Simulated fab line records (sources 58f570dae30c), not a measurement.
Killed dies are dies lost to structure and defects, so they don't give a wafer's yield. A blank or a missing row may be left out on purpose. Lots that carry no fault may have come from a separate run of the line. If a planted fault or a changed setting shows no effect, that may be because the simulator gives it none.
Which tool is to blame? / flow berkeley_cmos170 / 14 lots, 42 wafers sampled, at 2 steps of a route of 331

## WHAT THE GAUGES SHOWED, per wafer
UCB170_PWELL_THK_MEAS_06.
lot=L674; measured=day 3 11:25; on=film_metro-03; PWELL_NITRIDE_THK (nm)=221.4 221.7 220.0
lot=L675; measured=day 3 22:21; on=film_metro-04; PWELL_NITRIDE_THK (nm)=222.2 221.4 220.3
lot=L676; measured=day 3 22:22; on=film_metro-03; PWELL_NITRIDE_THK (nm)=222.8 220.6 221.5
lot=L677; measured=day 4 06:45; on=film_metro-02; PWELL_NITRIDE_THK (nm)=220.1 217.4 217.2
lot=L678; measured=day 4 06:46; on=film_metro-04; PWELL_NITRIDE_THK (nm)=219.4 220.4 221.3
lot=L680; measured=day 4 18:52; on=film_metro-04; PWELL_NITRIDE_THK (nm)=220.1 220.4 220.9
lot=L682; measured=day 5 06:26; on=film_metro-02; PWELL_NITRIDE_THK (nm)=217.5 218.1 217.8
lot=L683; measured=day 5 06:28; on=film_metro-04; PWELL_NITRIDE_THK (nm)=221.0 219.9 220.2
lot=L686; measured=day 5 23:47; on=film_metro-04; PWELL_NITRIDE_THK (nm)=413.2 412.2 413.4
lot=L687; measured=day 5 23:47; on=film_metro-02; PWELL_NITRIDE_THK (nm)=415.1 416.1 414.3
lot=L694; measured=day 7 18:27; on=film_metro-02; PWELL_NITRIDE_THK (nm)=221.9 220.0 219.3
lot=L695; measured=day 7 23:13; on=film_metro-02; PWELL_NITRIDE_THK (nm)=219.0 219.4 220.1
lot=L696; measured=day 7 23:12; on=film_metro-03; PWELL_NITRIDE_THK (nm)=224.3 223.3 223.2
lot=L697; measured=day 8 13:34; on=film_metro-03; PWELL_NITRIDE_THK (nm)=218.0 219.5 219.6

## WHAT TOOL EACH LOT RAN ON (gives the tool, then ch and the chambers of the sampled wafers, and finally the start)
lot=L674; UCB170_PWELL_CVD_05=lpcvd-02 ch 1, day 3 09:31
lot=L675; UCB170_PWELL_CVD_05=lpcvd-02 ch 0, day 3 20:26
lot=L676; UCB170_PWELL_CVD_05=lpcvd-02 ch 1, day 3 20:26
lot=L677; UCB170_PWELL_CVD_05=lpcvd-01 ch 0, day 4 04:50
lot=L678; UCB170_PWELL_CVD_05=lpcvd-01 ch 1, day 4 04:50
lot=L680; UCB170_PWELL_CVD_05=lpcvd-02 ch 0, day 4 16:57
lot=L682; UCB170_PWELL_CVD_05=lpcvd-01 ch 0, day 5 04:32
lot=L683; UCB170_PWELL_CVD_05=lpcvd-01 ch 0, day 5 04:32
lot=L686; UCB170_PWELL_CVD_05=lpcvd-01 ch 0, day 5 21:52
lot=L687; UCB170_PWELL_CVD_05=lpcvd-01 ch 1, day 5 21:52
lot=L694; UCB170_PWELL_CVD_05=lpcvd-02 ch 0, day 7 16:32
lot=L695; UCB170_PWELL_CVD_05=lpcvd-02 ch 1, day 7 21:17
lot=L696; UCB170_PWELL_CVD_05=lpcvd-02 ch 0, day 7 21:17
lot=L697; UCB170_PWELL_CVD_05=lpcvd-02 ch 1, day 8 10:41
- UCB170_PWELL_CVD_05: deposits Si3N4 from SiH2Cl2/NH3, target thk 220 nm, time 3300 s.

## WHAT THE TOOLS THEMSELVES READ (means of the sampled wafers that have a number; where no wafer has one, the mark that the record gives instead)
UCB170_PWELL_CVD_05.
lot=L674; tool=lpcvd-02; sih2cl2_flow_sccm (sccm)=25.03; spike_tc_source_C (C)=823
lot=L675; tool=lpcvd-02; sih2cl2_flow_sccm (sccm)=25.11; spike_tc_source_C (C)=829
lot=L676; tool=lpcvd-02; sih2cl2_flow_sccm (sccm)=25.05; spike_tc_source_C (C)=823
lot=L677; tool=lpcvd-01; sih2cl2_flow_sccm (sccm)=24.97; spike_tc_source_C (C)=821
lot=L678; tool=lpcvd-01; sih2cl2_flow_sccm (sccm)=24.98; spike_tc_source_C (C)=822
lot=L680; tool=lpcvd-02; sih2cl2_flow_sccm (sccm)=25.02; spike_tc_source_C (C)=830
lot=L682; tool=lpcvd-01; sih2cl2_flow_sccm (sccm)=24.97; spike_tc_source_C (C)=820
lot=L683; tool=lpcvd-01; sih2cl2_flow_sccm (sccm)=25.09; spike_tc_source_C (C)=821
lot=L686; tool=lpcvd-01; sih2cl2_flow_sccm (sccm)=24.97; spike_tc_source_C (C)=822
lot=L687; tool=lpcvd-01; sih2cl2_flow_sccm (sccm)=25.05; spike_tc_source_C (C)=821
lot=L694; tool=lpcvd-02; sih2cl2_flow_sccm (sccm)=24.97; spike_tc_source_C (C)=828
lot=L695; tool=lpcvd-02; sih2cl2_flow_sccm (sccm)=24.88; spike_tc_source_C (C)=823
lot=L696; tool=lpcvd-02; sih2cl2_flow_sccm (sccm)=24.99; spike_tc_source_C (C)=828
lot=L697; tool=lpcvd-02; sih2cl2_flow_sccm (sccm)=24.99; spike_tc_source_C (C)=823

## THE ANSWER, worked out from the rows above alone
Rule: the lots themselves supply what counts as usual. Put in order of their means at a reading, lots are off if they are a third of the lots or fewer, leave a main group of 4 or more, and stand apart from it by a gap of 3 or more times the standard deviation of the main group's means; of several such gaps the widest counts. A main group is skipped when, at the precision printed for the reading in the tables above, its means are all equal. Also off: a lot with no number at a reading for which 4 or more lots have one. The other lots that the step has rows for count as sound. After the gauges, taken in route order, come the tools' own readings; for these a lot's mean is taken, as printed above. The first step at which some lot is off is used, and at that step the reading that is off furthest; a lot without a number counts as furthest.
Off: at UCB170_PWELL_THK_MEAS_06 (PWELL_NITRIDE_THK), L686, L687. The main group: mean 220.3 nm, standard deviation 1.5.
If a tool, at a process step before that reading, ran all the lots that are off and no sound lot after the first of them, it fits. Those tools and the gauges at UCB170_PWELL_THK_MEAS_06 are tried in the same way. One fits: UCB170_PWELL_CVD_05 on lpcvd-01. A fault onset in the window from L682 (day 5 04:32, its last sound lot) to L686 (day 5 21:52, its first lot off) fits.

## WHAT THE SIMULATOR PUT IN
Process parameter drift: lpcvd-01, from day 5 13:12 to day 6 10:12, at UCB170_PWELL_CVD_05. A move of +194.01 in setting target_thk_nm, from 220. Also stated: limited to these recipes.
Lots struck among those shown: L686, L687. The rule above reached the same finding.
